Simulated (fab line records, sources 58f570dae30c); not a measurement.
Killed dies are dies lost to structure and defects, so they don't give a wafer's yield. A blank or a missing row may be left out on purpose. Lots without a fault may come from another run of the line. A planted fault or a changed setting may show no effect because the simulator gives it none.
Split-lot experiment | flow berkeley_cmos170 | 5 lots, 23 wafers read, on a route of 331 steps

THE SPLIT
At UCB170_V2_COAT_07 (resist thk 900 nm), the setting spin_rpm was moved away from the recipe's 1500 rpm on 7 of the 23 wafers read, by -7.3% to -4.1%. The other wafers ran this setting at the recipe's value.

The reading is taken at the split's own step.

THE READING
KrF_of_V2_COAT_07.thk_nm (the simulator's own value, which no gauge read), in nm, at UCB170_V2_COAT_07 (resist thk 900 nm). The file gives no usual value for it. The 16 wafers here that ran the recipe average 900.1 nm, standard deviation 2.6 nm.

wafer  | tool, chamber at the split | spin_rpm as run, rpm | against the recipe | KrF_of_V2_COAT_07.thk_nm, nm | against lot-mates on the recipe
L074.1 | litho_track-02, 0          | 1500                 | recipe             | 897.8                        | -
L074.2 | litho_track-02, 0          | 1429                 | -4.7%              | 919.8                        | +23.0
L074.3 | litho_track-02, 0          | 1500                 | recipe             | 895.7                        | -
L074.5 | litho_track-02, 0          | 1429                 | -4.7%              | 918.7                        | +22.0
L074.6 | litho_track-02, 0          | 1429                 | -4.7%              | 917.7                        | +21.0
L077.1 | litho_track-02, 0          | 1500                 | recipe             | 902.2                        | -
L077.2 | litho_track-02, 0          | 1500                 | recipe             | 903.5                        | -
L077.3 | litho_track-02, 0          | 1500                 | recipe             | 904.8                        | -
L077.4 | litho_track-02, 0          | 1500                 | recipe             | 902.1                        | -
L077.5 | litho_track-02, 0          | 1500                 | recipe             | 902.1                        | -
L079.3 | litho_track-04, 0          | 1500                 | recipe             | 900.2                        | -
L079.4 | litho_track-04, 0          | 1500                 | recipe             | 902.1                        | -
L079.5 | litho_track-04, 0          | 1500                 | recipe             | 901.6                        | -
L081.1 | litho_track-02, 0          | 1500                 | recipe             | 896.8                        | -
L081.2 | litho_track-02, 0          | 1500                 | recipe             | 896.7                        | -
L081.3 | litho_track-02, 0          | 1438                 | -4.1%              | 918.3                        | +21.3
L081.4 | litho_track-02, 0          | 1500                 | recipe             | 897.5                        | -
L081.5 | litho_track-02, 0          | 1438                 | -4.1%              | 915.9                        | +18.9
L084.1 | litho_track-01, 0          | 1500                 | recipe             | 899                          | -
L084.6 | litho_track-01, 0          | 1500                 | recipe             | 899                          | -
L084.3 | litho_track-01, 0          | 1391                 | -7.3%              | 938                          | +38.7
L084.4 | litho_track-01, 0          | 1500                 | recipe             | 899.9                        | -
L084.5 | litho_track-01, 0          | 1391                 | -7.3%              | 934.4                        | +35.1

THE FIT
A straight line over all 23 wafers: KrF_of_V2_COAT_07.thk_nm changes by -4.54 nm for each +1% of spin_rpm; r = -0.97; the points scatter about the line by 2.8 nm.
The same after taking each lot's own level away (the mean of its wafers on the recipe; 23 wafers): -4.92 nm for each +1%; r = -1.00; scatter 1.2 nm.
On that fit, the largest move of spin_rpm shifts the reading by 36 nm.
The lots' own levels span 896.75 to 902.94 nm, that is 2.4 times the standard deviation above.
So the lot-to-lot level changes the slope little: the two slopes agree.
Check: with one of the wafers moved furthest among these (-7.3%) left out of the fit, the line predicts +34.6 nm for it against its lot-mates. It came out at +38.7 nm against them.

OTHER SPLITS ON THESE WAFERS
These wafers also went through other splits before the reading. Each is held against what the fit with the lots' levels taken away leaves over:
other split on the same wafers    | wafers away from the commonest value | r with KrF_of_V2_COAT_07.thk_nm (lot level and that fit taken away)
UCB170_PSD_IMPLANT_08 dose_cm2    | 11                                   | -0.39
UCB170_NSD_IMPLANT_08 dose_cm2    | 7                                    | +0.56
UCB170_NSD_STRIP_09 power_w       | 10                                   | +0.33
UCB170_SILICIDE_SPUTTER_01 time_s | 8                                    | -0.01
UCB170_M1_COAT_04 spin_rpm        | 4                                    | -0.03
UCB170_V1_CVD_00 time_s           | 7                                    | -0.10
UCB170_V1_PEB_10 peb_temp_c       | 7                                    | +0.01
UCB170_V1_ETCH_14 over_etch_frac  | 3                                    | -0.04

THE FILE'S OWN FIT
KrF_of_V2_COAT_07.thk_nm changes by -4.93 nm for each +1% of spin_rpm, r = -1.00.
